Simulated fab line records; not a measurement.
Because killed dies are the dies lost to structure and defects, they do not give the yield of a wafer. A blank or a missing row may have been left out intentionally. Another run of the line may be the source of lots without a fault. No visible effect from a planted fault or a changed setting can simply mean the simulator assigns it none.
Which tool was responsible?    flow ritCmos    13 lots with 39 wafers sampled at 4 steps, on a route of 202 steps

== WHAT THE GAUGES SHOWED, per wafer ==
RIT_ACTIVE_BOW_MEAS_00. Usual: INCOMING_BOW gives 0 um (standard deviation 6.8).
lot   measured     on            INCOMING_BOW (um)  flag
L615  day 1 15:00  filmMetro-01  -5 -9 1            
L616  day 1 20:01  filmMetro-02  0 6 9              
L617  day 2 01:04  filmMetro-04  1 3 -7             
L618  day 2 06:00  filmMetro-04  0 14 5             
L620  day 2 16:02  filmMetro-01  6 -9 -3            
L623  day 3 07:00  filmMetro-02  5 -1 3             
L624  day 3 12:00  filmMetro-04  5 -7 -2            
L627  day 4 03:04  filmMetro-04  3 3 -9             
L628  day 4 08:01  filmMetro-02  -9 2 4             
L632  day 5 04:02  filmMetro-02  9 4 -10            
L633  day 5 09:04  filmMetro-02  4 11 9             
L636  day 6 00:04  filmMetro-02  -3 -6 8            
L637  day 6 05:00  filmMetro-04  0 7 3              

RIT_PRETRO_OVL_MEAS_06. Usual: PRETRO_OVL gives -0.7 nm (standard deviation 1.5).
lot   measured     on          PRETRO_OVL (nm)  flag
L615  day 2 14:11  overlay-01  3.2 1.8 1.4      
L616  day 2 19:32  overlay-01  1.0 -0.3 0.2     
L617  day 3 00:30  overlay-01  -2.5 -2.7 -3.5   
L618  day 3 03:41  overlay-02  -1.3 -0.8 -0.6   
L620  day 3 15:14  overlay-02  -1.9 -1.2 -0.8   
L623  day 4 09:43  overlay-02  -2.1 -3.9 -2.6   
L624  day 4 10:02  overlay-02  -3.0 -1.0 -2.7   
L627  day 5 10:44  overlay-01  1.9 2.6 0.3      
L628  day 5 16:13  overlay-01  0.0 -0.4 -0.3    
L632  day 6 16:02  overlay-01  -1.4 -0.2 -2.2   
L633  day 6 20:35  overlay-01  1.2 0.8 0.7      
L636  day 7 07:04  overlay-01  -1.9 -2.0 -1.5   
L637  day 7 05:44  overlay-01  0.3 0.4 -0.6     

RIT_CONTACT_CD_MEAS_90: the cd target is 1000 nm. Usual: cdNm at 1000.1 nm, with a standard deviation of 2.5.
lot   measured     on        cdNm (nm)             flag
L615  day 3 14:16  cdSem-01  1000.7 998.2 1002.3   
L616  day 3 19:56  cdSem-01  1002.1 1001.7 1001.9  
L617  day 3 22:18  cdSem-01  998.4 997.5 998.2     
L618  day 4 02:54  cdSem-01  997.5 995.6 996.7     
L620  day 4 13:37  cdSem-02  1001.3 1001.2 1003.9  
L623  day 5 10:23  cdSem-02  1003.8 1004.2 1004.4  
L624  day 5 10:41  cdSem-01  1001.3 1001.5 1000.3  
L628  day 7 01:01  cdSem-01  1000.6 1001.0 1002.5  
L632  day 7 16:36  cdSem-01  999.7 1000.6 999.2    
L633  day 7 23:20  cdSem-02  998.6 1001.3 1001.8   
L636  day 8 07:02  cdSem-02  1000.1 998.6 999.7    
L637  day 8 04:47  cdSem-01  1005.7 1001.6 1002.8  

== WHAT TOOL EACH LOT RAN ON (gives the tool, then ch and the chambers of the sampled wafers, and finally the start) ==
lot   RIT_PLDD_STRIP_09
L615  plasmaAsher-04 ch 0,1, day 3 04:54
L616  plasmaAsher-04 ch 0,1, day 3 10:56
L617  plasmaAsher-02 ch 0,1, day 3 13:20
L618  plasmaAsher-02 ch 0,1, day 3 17:45
L620  plasmaAsher-04 ch 0,1, day 4 04:41
L623  plasmaAsher-02 ch 0,1, day 5 01:15
L624  plasmaAsher-04 ch 0,1, day 5 01:29
L627  plasmaAsher-02 ch 0,1, day 6 11:53
L628  plasmaAsher-03 ch 0,1, day 6 14:16
L632  plasmaAsher-04 ch 0,1, day 7 07:24
L633  plasmaAsher-04 ch 0,1, day 7 13:40
L636  plasmaAsher-03 ch 0,1, day 7 20:19
L637  plasmaAsher-04 ch 1, day 7 19:59
- RIT_PLDD_STRIP_09: strips in O2, time 180 s.

== WHAT THE TOOLS THEMSELVES READ (means of the sampled wafers that have a number; where no wafer has one, the mark that the record gives instead) ==
RIT_PLDD_STRIP_09. Usual: drypumpMotorCurrentA 5.8 A, standard deviation 0.59; runLengthS 208.3 s, standard deviation 0.43.
lot   tool            drypumpMotorCurrentA (A)  runLengthS (s)  flag
L615  plasmaAsher-04  5.2                       208.6           
L616  plasmaAsher-04  5.2                       208.4           
L617  plasmaAsher-02  6.4                       208.0           
L618  plasmaAsher-02  6.5                       207.9           
L620  plasmaAsher-04  5.2                       208.5           
L623  plasmaAsher-02  6.5                       207.8           
L624  plasmaAsher-04  5.2                       208.4           
L627  plasmaAsher-02  6.5                       72.2            OFF
L628  plasmaAsher-03  6.3                       208.4           
L632  plasmaAsher-04  5.2                       208.8           
L633  plasmaAsher-04  5.2                       208.6           
L636  plasmaAsher-03  6.3                       207.9           
L637  plasmaAsher-04  5.2                       208.6           

== THE ANSWER, worked out from the rows above alone ==
Rule: a lot counts as off when the mean over its wafers that have a number is more than 3 standard deviations away from the usual mean. Also off: a lot with no number at a reading for which 4 or more lots have one. Where the step has rows for the other lots, those lots are counted as sound. The gauges are gone through in route order, then the tools' own readings, and for those a lot's mean is taken as printed above. The first step at which some lot is off is used, and at that step the reading that is off furthest; a lot without a number counts as furthest.
Off, at RIT_PLDD_STRIP_09 on runLengthS: L627.
A tool fits if, at that step or a process step before it, it ran every lot that is off, and no sound lot after the first of them. One candidate fits, namely plasmaAsher-02 at RIT_PLDD_STRIP_09. Its last sound lot is L623 (day 5 01:15), its first lot that is off L627 (day 6 11:53): a fault that began between those two fits.
The tool's own readings at RIT_PLDD_STRIP_09 bear it out: on the lots that are off they differ by more than 5 times the standard deviation of the sound lots' means. runLengthS reads 72.2 s there against 208.3 s on the sound lots.

== WHAT HAD BEEN PUT IN BY THE SIMULATOR ==
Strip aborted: plasmaAsher-02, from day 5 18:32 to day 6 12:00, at RIT_PLDD_STRIP_09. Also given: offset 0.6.
Shown lots that were struck: L627. Same finding as the rule above.
